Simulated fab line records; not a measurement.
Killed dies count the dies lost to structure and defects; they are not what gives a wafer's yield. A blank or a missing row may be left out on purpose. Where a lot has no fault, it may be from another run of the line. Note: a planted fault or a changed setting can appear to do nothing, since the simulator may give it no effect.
fab line records    flow ritCmos
record: lots: 6  wafers: 18  lastDay: 8
route steps=202 shown REOX@100 NLDD@103 PLDD@114 SPACER@125
lots that met no fault: taken from a fault-free run of the same line
startH: hours from the record's opening day to when the first of the lot's shown wafers began    waitH: time in hours since the lot's previous step    " repeats the value in the row above    L1.1+2: one row covering several wafers at once    - no value, or no start was given    * or withheld: withheld    < > ~ a bound
route shown NAME@n: names a module that has steps shown in the file, with the first one's number in the route    usual: mean and standard deviation over wafers with no fault    same: alike in all rows    chamber/n: place in a boat    sites: readings site by site    _std_site: standard deviation of those values    _edge_site: inner sites' mean taken away from outer sites' mean    radiusMm: how far each site lies from the wafer's centre    mask NAME#n: copy n    behind: tool/chamber where the wafer was last shaped    hold: cause of the lot's hold/its duration in hours/its outcome    device: the transistor (n, p or np) that didn't switch    end of line: the route-end tests of the same wafers    where a step has no rows: the recipe by itself    killed: at the first sort, the dies lost to defects and structure; wafer yield is something else    map: shows each die of a wafer: x if killed, . if not, _ if none is there
set.NAME: setting as actually run; set.NAME@STEP: the setting as run at that earlier step    model.NAME: the simulator's own value behind a step, which no gauge read
certain route steps with their lots: each step a table, each wafer a row
services: the hour from which a tool's chamber was out of use, counted from the record's first day as startH (under 0 if before that day), plus the number of hours and why
== steps ==
step: RIT_REOX_CLEAN_02
recipe: chemistry: SC2  mix: 3:3:50  timeS: 600  tempC: 75  dry: n2Spin
step: RIT_REOX_OXIDATION_03
recipe: tempC: 900  ambient: O2  targetThkA: 252  oxTimeS: 5580
step: RIT_REOX_THK_MEAS_04
recipe: reads: SiO2_of_REOX_OXIDATION_03
usual: REOX_OXIDE_THK: 25.3/0.42
lot.wafer  tool          chamber  startH  waitH  REOX_OXIDE_THK[nm]
L327.1     filmMetro-04  -        66.17   0.0    25.8
L327.5     "             -        "       "      25.3
L327.6     "             -        "       "      25.4
L330.3     filmMetro-04  -        80.73   0.0    25.5
L330.4     "             -        "       "      24.8
L330.5     "             -        "       "      25.3
L331.1     filmMetro-03  -        83.26   0.0    25.2
L331.3     "             -        "       "      25.0
L331.4     "             -        "       "      25.1
L341.3     filmMetro-02  -        138.03  0.0    25.2
L341.5     "             -        "       "      25.7
L341.6     "             -        "       "      25.4
L343.3     filmMetro-04  -        147.33  0.0    25.9
L343.4     "             -        "       "      25.9
L343.5     "             -        "       "      25.8
L346.2     filmMetro-02  -        165.51  0.0    25.0
L346.5     "             -        "       "      25.1
L346.6     "             -        "       "      24.4
step: RIT_NLDD_HMDS_00
recipe: primeTimeS: 60  primeTempC: 140
step: RIT_NLDD_COAT_01
recipe: resist: NOVOLAK  spinRpm: 3250  resistThkNm: 1000
step: RIT_NLDD_SOFTBAKE_02
recipe: resist: NOVOLAK  tempC: 90  timeS: 60
step: RIT_NLDD_EXPOSE_03
recipe: maskId: M7  na: 0.57  targetCdNm: 40700  doseMj: 250
step: RIT_NLDD_PEB_04
recipe: resist: NOVOLAK  tempC: withheld  timeS: withheld
step: RIT_NLDD_DEVELOP_05
recipe: resist: NOVOLAK  developTimeS: 50  devTempC: 23
step: RIT_NLDD_OVL_MEAS_06
usual: NLDD_OVL: -1.8/1.2
lot.wafer  tool        chamber  startH  waitH  NLDD_OVL[nm]
L327.1     overlay-01  -        67.24   -      -0.8
L327.5     "           -        "       "      0.3
L327.6     "           -        "       "      0.2
L330.3     overlay-01  -        81.76   -      -0.7
L330.4     "           -        "       "      -1.8
L330.5     "           -        "       "      -1.3
L331.1     overlay-01  -        84.17   -      -1.9
L331.3     "           -        "       "      -1.2
L331.4     "           -        "       "      -2.2
L341.3     overlay-02  -        139.06  -      -1.1
L341.5     "           -        "       "      -2.0
L341.6     "           -        "       "      -0.6
L343.3     overlay-01  -        148.23  -      0.3
L343.4     "           -        "       "      0.6
L343.5     "           -        "       "      0.5
L346.2     overlay-02  -        166.54  -      -2.1
L346.5     "           -        "       "      -0.3
L346.6     "           -        "       "      -2.0
step: RIT_NLDD_HARDBAKE_07
recipe: resist: NOVOLAK  tempC: 140  timeS: 60
step: RIT_NLDD_IMPLANT_08
recipe: species: P  energyKev: 20  doseCm2: 4.909e+14  tiltDeg: 7
step: RIT_NLDD_STRIP_09
recipe: chemistry: O2  timeS: 180  resist: NOVOLAK  platenTempC: withheld  powerW: 500  pressureMtorr: 4000  o2FlowSccm: 4000
usual: chamberPressureMTorr: 4000/3.9  drypumpMotorCurrentA: 5.8/0.61
lot.wafer  tool            chamber  startH  waitH  chamberPressureMTorr  drypumpMotorCurrentA  rfHoursCounterH  model.NOVOLAK_of_NLDD_COAT_01.thkNm
L327.1     plasmaAsher-02  0        67.58   0.1    3995                  5.9                   39               0
L327.5     "               0        "       "      3997                  5.9                   -                0
L327.6     "               1        "       "      3996                  4.8                   -                0
L330.3     plasmaAsher-04  0        82.14   0.1    -                     -                     -                883.2
L330.4     "               1        "       "      -                     -                     -                884.9
L330.5     "               1        "       "      -                     -                     -                883.1
L331.1     plasmaAsher-02  1        84.51   0.1    -                     -                     -                881.6
L331.3     "               0        "       "      -                     -                     -                882
L331.4     "               1        "       "      -                     -                     -                883.7
L341.3     plasmaAsher-01  0        139.44  0.1    3997                  5.5                   -                0
L341.5     "               0        "       "      4001                  5.5                   -                0
L341.6     "               1        "       "      3993                  6.5                   -                0
L343.3     plasmaAsher-01  1        148.61  0.1    3995                  6.6                   -                0
L343.4     "               0        "       "      4002                  5.5                   -                0
L343.5     "               1        "       "      4001                  6.6                   -                0
L346.2     plasmaAsher-02  1        166.87  0.1    3998                  4.8                   5                0
L346.5     "               0        "       "      4003                  5.9                   -                0
L346.6     "               1        "       "      4003                  4.8                   -                0
step: RIT_NLDD_TW_MEAS_10
usual: NLDD_TW: 2481/19
lot.wafer  tool          chamber  startH  waitH  NLDD_TW
L327.1     filmMetro-01  -        67.75   0.1    2460
L327.5     "             -        "       "      2468
L327.6     "             -        "       "      2469
L330.3     filmMetro-04  -        82.28   0.1    2460
L330.4     "             -        "       "      2471
L330.5     "             -        "       "      2457
L331.1     filmMetro-02  -        84.68   0.1    2509
L331.3     "             -        "       "      2505
L331.4     "             -        "       "      2520
L341.3     filmMetro-01  -        139.58  0.1    2490
L341.5     "             -        "       "      2478
L341.6     "             -        "       "      2482
L343.3     filmMetro-04  -        148.75  0.1    2467
L343.4     "             -        "       "      2458
L343.5     "             -        "       "      2452
L346.2     filmMetro-04  -        167.05  0.1    2456
L346.5     "             -        "       "      2470
L346.6     "             -        "       "      2461
step: RIT_PLDD_HMDS_00
recipe: primeTimeS: 60  primeTempC: 140
step: RIT_PLDD_COAT_01
recipe: resist: NOVOLAK  spinRpm: 3250  resistThkNm: 981.8
step: RIT_PLDD_SOFTBAKE_02
recipe: resist: NOVOLAK  tempC: 90  timeS: 60
step: RIT_PLDD_EXPOSE_03
recipe: maskId: M8  na: 0.57  targetCdNm: 40900  doseMj: 250
step: RIT_PLDD_PEB_04
recipe: resist: NOVOLAK  tempC: withheld  timeS: withheld
step: RIT_PLDD_DEVELOP_05
recipe: resist: NOVOLAK  developTimeS: 50  devTempC: 23
step: RIT_PLDD_OVL_MEAS_06
usual: PLDD_OVL: -0.4/1.3
lot.wafer  tool        chamber  startH  waitH  PLDD_OVL[nm]
L327.1     overlay-01  -        68.93   -      1.1
L327.5     "           -        "       "      0.8
L327.6     "           -        "       "      0.8
L330.3     overlay-01  -        83.18   -      0.4
L330.4     "           -        "       "      -1.7
L330.5     "           -        "       "      0.0
L331.1     overlay-01  -        85.72   -      -1.9
L331.3     "           -        "       "      -0.9
L331.4     "           -        "       "      -1.7
L341.3     overlay-01  -        140.48  -      -1.1
L341.5     "           -        "       "      -0.8
L341.6     "           -        "       "      -1.6
L343.3     overlay-01  -        149.65  -      0.2
L343.4     "           -        "       "      -0.6
L343.5     "           -        "       "      -1.5
L346.2     overlay-01  -        167.96  -      0.5
L346.5     "           -        "       "      -1.1
L346.6     "           -        "       "      -1.3
step: RIT_PLDD_HARDBAKE_07
recipe: resist: NOVOLAK  tempC: 140  timeS: 60
step: RIT_PLDD_IMPLANT_08
recipe: species: BF2  energyKev: 20  doseCm2: 9e+14  tiltDeg: 7
step: RIT_PLDD_STRIP_09
recipe: chemistry: O2  timeS: 180  resist: NOVOLAK  platenTempC: withheld  powerW: 500  pressureMtorr: 4000  o2FlowSccm: 4000
usual: chamberPressureMTorr: 4000/3.4  drypumpMotorCurrentA: 6.0/0.58
lot.wafer  tool            chamber  startH  waitH  chamberPressureMTorr  drypumpMotorCurrentA  rfHoursCounterH
L327.1     plasmaAsher-02  1        69.26   0.1    4006                  4.8                   39
L327.5     "               0        "       "      3996                  5.9                   -
L327.6     "               1        "       "      4000                  4.8                   -
L330.3     plasmaAsher-03  0        83.56   0.1    4000                  6.2                   -
L330.4     "               1        "       "      3999                  6.6                   -
L330.5     "               0        "       "      3999                  6.2                   -
L331.1     plasmaAsher-02  1        86.06   0.1    4004                  4.8                   41
L331.3     "               1        "       "      4004                  4.8                   -
L331.4     "               0        "       "      4001                  5.9                   -
L341.3     plasmaAsher-02  1        140.86  0.1    4003                  4.8                   -
L341.5     "               1        "       "      4006                  4.8                   -
L341.6     "               0        "       "      3997                  6.0                   -
L343.3     plasmaAsher-01  0        150.03  0.1    4002                  5.6                   -
L343.4     "               1        "       "      3994                  6.5                   -
L343.5     "               0        "       "      4001                  5.5                   -
L346.2     plasmaAsher-03  1        168.29  0.1    4003                  6.5                   53
L346.5     "               1        "       "      3999                  6.6                   -
L346.6     "               0        "       "      3995                  6.2                   -
step: RIT_PLDD_TW_MEAS_10
usual: PLDD_TW: 2350/20
lot.wafer  tool          chamber  startH  waitH  PLDD_TW
L327.1     filmMetro-04  -        69.44   0.1    2329
L327.5     "             -        "       "      2314
L327.6     "             -        "       "      2317
L330.3     filmMetro-01  -        83.70   0.1    30
L330.4     "             -        "       "      30
L330.5     "             -        "       "      30
L331.1     filmMetro-01  -        86.23   0.1    30
L331.3     "             -        "       "      30
L331.4     "             -        "       "      30
L341.3     filmMetro-04  -        141.00  0.1    2332
L341.5     "             -        "       "      2346
L341.6     "             -        "       "      2328
L343.3     filmMetro-02  -        150.17  0.1    2356
L343.4     "             -        "       "      2348
L343.5     "             -        "       "      2358
L346.2     filmMetro-02  -        168.47  0.1    2365
L346.5     "             -        "       "      2365
L346.6     "             -        "       "      2377
step: RIT_SPACER_CLEAN_00
recipe: chemistry: SC1  mix: 3:3:50  timeS: 600  tempC: 75
== services ==
tool            chamber  startH  hours  kind
plasmaAsher-03  -        70.37   1.0    repair
plasmaAsher-02  -        77.49   2.8    pm
plasmaAsher-03  -        93.07   7.8    repair
plasmaAsher-02  -        108.75  9.0    pm
plasmaAsher-02  0        108.75  9.0    ventCycle
plasmaAsher-02  1        108.75  9.0    ventCycle
plasmaAsher-02  0        117.75  -      clean
plasmaAsher-02  1        117.75  -      clean
plasmaAsher-01  -        141.93  2.8    pm
plasmaAsher-02  -        143.74  0.5    repair
== key ==
firstSign: step: RIT_NLDD_STRIP_09  reading: toolRecord  direction: missing
effect: step: RIT_PLDD_TW_MEAS_10  reading: PLDD_TW  direction: down  sigmas: 99+  usual: 2350  struck: 30
modelEffect: step: RIT_NLDD_STRIP_09  value: NOVOLAK_of_NLDD_COAT_01.thkNm  without: 0  struck: 883.1
metAt RIT_NLDD_STRIP_09
struckWafers L330.3,L330.4,L330.5,L331.1,L331.3,L331.4
sortLeftOut L330.3,L330.4,L330.5,L331.1,L331.3,L331.4
testerLeftOut L330,L331
onsetBetween 67.58 82.14
fault: kind: skippedStepWhole  tool: plasmaAsher-02,plasmaAsher-04  chamber: -  onsetH: 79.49  steps: RIT_NLDD_STRIP_09  scope: struckLotsOnly
testerLeftOut: of these lots the tester's yield and bins aren't shown, on N5 and GAA mostly nor the transistor test; their killed dies are dies lost to structure and defects alone, not to doping, threshold or leakage, so they don't give the yield
sortLeftOut: the simulated sort isn't trusted on such a fault, so these wafers' sort isn't shown, and their yield isn't known
